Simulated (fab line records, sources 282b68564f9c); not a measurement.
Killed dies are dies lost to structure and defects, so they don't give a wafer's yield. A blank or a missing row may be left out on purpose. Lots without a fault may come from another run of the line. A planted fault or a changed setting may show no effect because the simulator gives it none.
Which tool did it? | flow rit_cmos | 14 lots, 42 wafers sampled, at 2 steps of a route of 202

WHAT THE GAUGES READ, wafer by wafer
RIT_NWELL_TW_MEAS_10.
lot  | measured    | on            | NWELL_TW
L984 | day 2 00:55 | film_metro-04 | 2165 2173 2178
L985 | day 2 04:22 | film_metro-03 | 2147 2144 2157
L986 | day 2 07:02 | film_metro-01 | 2156 2142 2138
L987 | day 2 13:23 | film_metro-04 | 2175 2162 2163
L989 | day 2 21:57 | film_metro-03 | 2146 2143 2154
L991 | day 3 09:34 | film_metro-01 | 2162 2171 2172
L992 | day 3 14:38 | film_metro-04 | 2194 2197 2193
L994 | day 3 22:46 | film_metro-03 | 2166 2165 2155
L996 | day 4 10:13 | film_metro-04 | 2159 2163 2161
L998 | day 4 19:19 | film_metro-01 | 2149 2137 2141
L999 | day 5 02:02 | film_metro-04 | 2165 2175 2157
L100 | day 5 06:37 | film_metro-03 | 2141 2140 2152
L105 | day 6 13:22 | film_metro-03 | 2157 2139 2150
L106 | day 6 13:40 | film_metro-01 | 2153 2150 2164

WHICH TOOL RAN EACH LOT (tool, then ch and the chambers of the sampled wafers, then the start)
lot  | RIT_NWELL_IMPLANT_08
L984 | implanter-04 ch 0, day 2 00:38
L985 | implanter-03 ch 0, day 2 04:04
L986 | implanter-03 ch 0, day 2 06:44
L987 | implanter-01 ch 0, day 2 13:04
L989 | implanter-01 ch 0, day 2 21:40
L991 | implanter-01 ch 0, day 3 09:15
L992 | implanter-01 ch 0, day 3 14:19
L994 | implanter-03 ch 0, day 3 22:27
L996 | implanter-03 ch 0, day 4 09:55
L998 | implanter-04 ch 0, day 4 19:01
L999 | implanter-04 ch 0, day 5 01:43
L100 | implanter-04 ch 0, day 5 06:20
L105 | implanter-04 ch 0, day 6 13:02
L106 | implanter-03 ch 0, day 6 13:20
- RIT_NWELL_IMPLANT_08

WHAT THE TOOLS THEMSELVES READ (means of the sampled wafers that have a number; where no wafer has one, the mark that the record gives instead)
RIT_NWELL_IMPLANT_08.
lot  | tool         | beam_energy_keV | beam_on_s (s)
L984 | implanter-04 | 169.96          | 9.96
L985 | implanter-03 | 169.99          | 10.07
L986 | implanter-03 | 170.04          | 9.98
L987 | implanter-01 | 170.04          | 9.85
L989 | implanter-01 | 170.06          | 9.89
L991 | implanter-01 | 179.83          | 9.96
L992 | implanter-01 | 179.78          | 10.02
L994 | implanter-03 | 170.00          | 10.17
L996 | implanter-03 | 169.96          | 9.96
L998 | implanter-04 | 170.02          | 10.26
L999 | implanter-04 | 170.01          | 10.02
L100 | implanter-04 | 169.96          | 10.26
L105 | implanter-04 | 169.93          | 9.86
L106 | implanter-03 | 170.05          | 10.11

THE ANSWER, worked out from the rows above alone
Rule: what is usual is taken from the lots themselves. Put in order of their means at a reading, lots are off if they are a third of the lots or fewer, leave a main group of 4 or more, and stand apart from it by a gap of 3 or more times the standard deviation of the main group's means; of several such gaps the widest counts. A main group whose means are all the same, to the digits that the tables above print for the reading, isn't used. A lot without any number at a reading at which 4 lots or more have one is off too. The other lots that the step has rows for count as sound. The gauges are gone through in route order, then the tools' own readings, and for those a lot's mean is taken as printed above. The first step at which some lot is off is used, and at that step the reading that is off furthest; a lot without a number counts as furthest.
Off: L991, L992, at RIT_NWELL_IMPLANT_08 (beam_energy_keV). The main group: mean 170.00, standard deviation 0.04.
A tool fits if, at that step or a process step before it, it ran every lot that is off, and no sound lot after the first of them. One fits: implanter-01 at RIT_NWELL_IMPLANT_08. Its last sound lot is L989 (day 2 21:40), its first lot that is off L991 (day 3 09:15): a fault that began between those two fits.
The tool's own readings at RIT_NWELL_IMPLANT_08 bear it out: on the lots that are off they differ by more than 5 times the standard deviation of the sound lots' means. beam_energy_keV reads 179.81 there against 170.00 on the sound lots.

WHAT THE SIMULATOR HAD PUT IN
Process parameter drift: implanter-01, from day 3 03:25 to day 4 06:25, at RIT_NWELL_IMPLANT_08. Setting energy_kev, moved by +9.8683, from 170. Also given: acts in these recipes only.
Lots struck among those shown: L991, L992. The rule above found the same.
